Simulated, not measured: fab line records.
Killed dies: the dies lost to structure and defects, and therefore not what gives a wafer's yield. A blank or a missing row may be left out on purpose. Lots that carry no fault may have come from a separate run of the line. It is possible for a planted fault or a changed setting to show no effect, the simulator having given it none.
What tool caused it? | flow berkeley-cmos170 | 15 lots with 45 wafers sampled at 4 steps, on a route of 331 steps

WHAT THE GAUGES SHOWED, per wafer
UCB170_M1_CD_MEAS_09: target cd 700 nm. Usual: cd-nm 700.2 nm, standard deviation 1.2.
lot  | measured     | on        | cd-nm (nm)        | flag
L781 | day 8 05:01  | cd-sem-01 | 700.0 699.4 699.4 |
L780 | day 8 05:11  | cd-sem-02 | 698.5 698.3 698.1 |
L782 | day 8 18:09  | cd-sem-02 | 701.2 701.0 700.8 |
L783 | day 8 19:38  | cd-sem-01 | 699.1 700.5 701.6 |
L785 | day 9 03:56  | cd-sem-01 | 700.2 700.1 700.4 |
L786 | day 9 04:49  | cd-sem-01 | 700.5 699.8 700.2 |
L788 | day 10 02:49 | cd-sem-01 | 701.2 700.9 701.0 |
L789 | day 10 03:08 | cd-sem-01 | 700.3 701.2 700.5 |
L787 | day 10 04:33 | cd-sem-02 | 699.2 698.8 699.4 |
L791 | day 10 11:46 | cd-sem-02 | 699.2 700.3 700.2 |
L792 | day 10 13:21 | cd-sem-01 | 699.3 699.5 700.2 |
L793 | day 11 04:18 | cd-sem-02 | 699.1 700.2 699.7 |
L798 | day 12 00:00 | cd-sem-02 | 698.4 699.1 699.4 |
L802 | day 13 00:59 | cd-sem-02 | 700.5 702.2 701.4 |
L803 | day 13 07:08 | cd-sem-02 | 701.6 700.7 701.4 |

UCB170_M1_CD_MEAS_90: target cd 700 nm. Usual: cd-nm 700.4 nm, standard deviation 2.3.
lot  | measured     | on        | cd-nm (nm)        | flag
L781 | day 8 05:27  | cd-sem-02 | 698.8 698.3 698.7 |
L780 | day 8 05:44  | cd-sem-02 | 699.2 702.9 698.0 |
L782 | day 8 18:35  | cd-sem-01 | 700.2 699.7 700.4 |
L783 | day 8 20:09  | cd-sem-01 | 700.6 700.9 703.1 |
L785 | day 9 04:22  | cd-sem-01 | 703.1 700.2 702.1 |
L786 | day 9 05:28  | cd-sem-01 | 697.0 698.4 697.0 |
L788 | day 10 03:15 | cd-sem-02 | 700.0 699.9 705.4 |
L789 | day 10 03:34 | cd-sem-01 | 697.9 700.6 699.7 |
L787 | day 10 04:59 | cd-sem-01 | 696.6 699.7 696.4 |
L791 | day 10 12:12 | cd-sem-01 | 704.7 702.1 704.2 |
L792 | day 10 13:47 | cd-sem-02 | 701.7 703.2 701.7 |
L793 | day 11 04:44 | cd-sem-01 | 703.1 701.4 704.9 |
L798 | day 12 00:26 | cd-sem-02 | 700.6 699.8 702.3 |
L802 | day 13 01:25 | cd-sem-01 | 699.7 698.8 700.4 |
L803 | day 13 07:34 | cd-sem-01 | 705.1 703.9 706.2 |

UCB170_V2_THK_MEAS_01. Usual: V2_TEOS_THK 2002 nm, standard deviation 25.
lot  | measured     | on            | V2_TEOS_THK (nm) | flag
L781 | day 8 14:18  | film-metro-04 | 1961 1984 1991   |
L780 | day 8 14:34  | film-metro-03 | 1974 1993 2013   |
L782 | day 9 01:19  | film-metro-04 | 1975 1993 2000   |
L783 | day 9 03:22  | film-metro-04 | 1982 1986 1992   |
L785 | day 9 11:01  | film-metro-04 | 2007 1991 1998   |
L786 | day 9 13:09  | film-metro-02 | 1972 2013 1959   |
L788 | day 10 11:43 | film-metro-04 | 2029 2028 2032   |
L789 | day 10 12:44 | film-metro-04 | 1983 1994 2020   |
L787 | day 10 12:52 | film-metro-03 | 1980 2033 2017   |
L791 | day 10 19:44 | film-metro-04 | 1995 1962 2040   |
L792 | day 10 23:53 | film-metro-04 | 2029 2013 2039   |
L793 | day 11 12:20 | film-metro-02 | 1960 1972 1990   |
L798 | day 12 09:20 | film-metro-04 | 2002 2037 2040   |
L802 | day 13 09:05 | film-metro-04 | 1983 1988 2069   |
L803 | day 13 15:23 | film-metro-03 | 2028 2016 2015   |

WHICH TOOL RAN EACH LOT (tool, then ch and the chambers of the sampled wafers, then the start)
lot  | UCB170_CONTACT_STRIP_19
L781 | plasma-asher-02 ch 0,1, day 8 03:17
L780 | plasma-asher-01 ch 0,1, day 8 03:34
L782 | plasma-asher-01 ch 0,1, day 8 15:50
L783 | plasma-asher-02 ch 0,1, day 8 17:44
L785 | plasma-asher-02 ch 0,1, day 9 02:27
L786 | plasma-asher-02 ch 0,1, day 9 02:59
L788 | plasma-asher-02 ch 0,1, day 10 00:44
L789 | plasma-asher-04 ch 0,1, day 10 00:59
L787 | plasma-asher-02 ch 0,1, day 10 02:52
L791 | plasma-asher-02 ch 0, day 10 09:42
L792 | plasma-asher-02 ch 0,1, day 10 11:37
L793 | plasma-asher-02 ch 0,1, day 11 02:31
L798 | plasma-asher-01 ch 0,1, day 11 22:19
L802 | plasma-asher-04 ch 0,1, day 12 22:58
L803 | plasma-asher-02 ch 0,1, day 13 05:00
- UCB170_CONTACT_STRIP_19: strips in O2.

AS READ BY THE TOOLS THEMSELVES (means over the sampled wafers that have a number; for cases with no such wafer, the mark the record gives instead)
UCB170_CONTACT_STRIP_19. Usual: drypump-motor-current-A 5.58 A, standard deviation 0.29; oes-product-au 0.726 a.u., standard deviation 0.0044.
lot  | tool            | drypump-motor-current-A (A) | oes-product-au (a.u.) | flag
L781 | plasma-asher-02 | 5.47                        | 0.727                 |
L780 | plasma-asher-01 | 5.89                        | 0.724                 |
L782 | plasma-asher-01 | 5.89                        | 0.726                 |
L783 | plasma-asher-02 | 5.45                        | 0.726                 |
L785 | plasma-asher-02 | 5.47                        | 0.721                 |
L786 | plasma-asher-02 | 5.35                        | 0.726                 |
L788 | plasma-asher-02 | 5.33                        | 0.725                 |
L789 | plasma-asher-04 | 5.64                        | 0.725                 |
L787 | plasma-asher-02 | 5.49                        | 0.723                 |
L791 | plasma-asher-02 | 5.59                        | 0.730                 |
L792 | plasma-asher-02 | 5.47                        | 0.727                 |
L793 | plasma-asher-02 | 5.47                        | 0.722                 |
L798 | plasma-asher-01 | 5.90                        | 0.729                 |
L802 | plasma-asher-04 | 5.65                        | 0.725                 |
L803 | plasma-asher-02 | 5.47                        | 0.729                 |

THE ANSWER, worked out from the rows above alone
Rule: take the mean of a lot's wafers that have a number; if it is more than 3 standard deviations from the usual mean, the lot is off. A lot without any number at a reading at which 4 lots or more have one is off too. Where the step has rows for the other lots, those lots are counted as sound. After the gauges, taken in route order, come the tools' own readings; for these a lot's mean is taken, as printed above. The first step at which some lot is off is used, and at that step the reading that is off furthest; a lot without a number counts as furthest.
No lot is off on any of the readings shown, so nothing can be concluded from this.

WHAT HAD BEEN PUT IN BY THE SIMULATOR
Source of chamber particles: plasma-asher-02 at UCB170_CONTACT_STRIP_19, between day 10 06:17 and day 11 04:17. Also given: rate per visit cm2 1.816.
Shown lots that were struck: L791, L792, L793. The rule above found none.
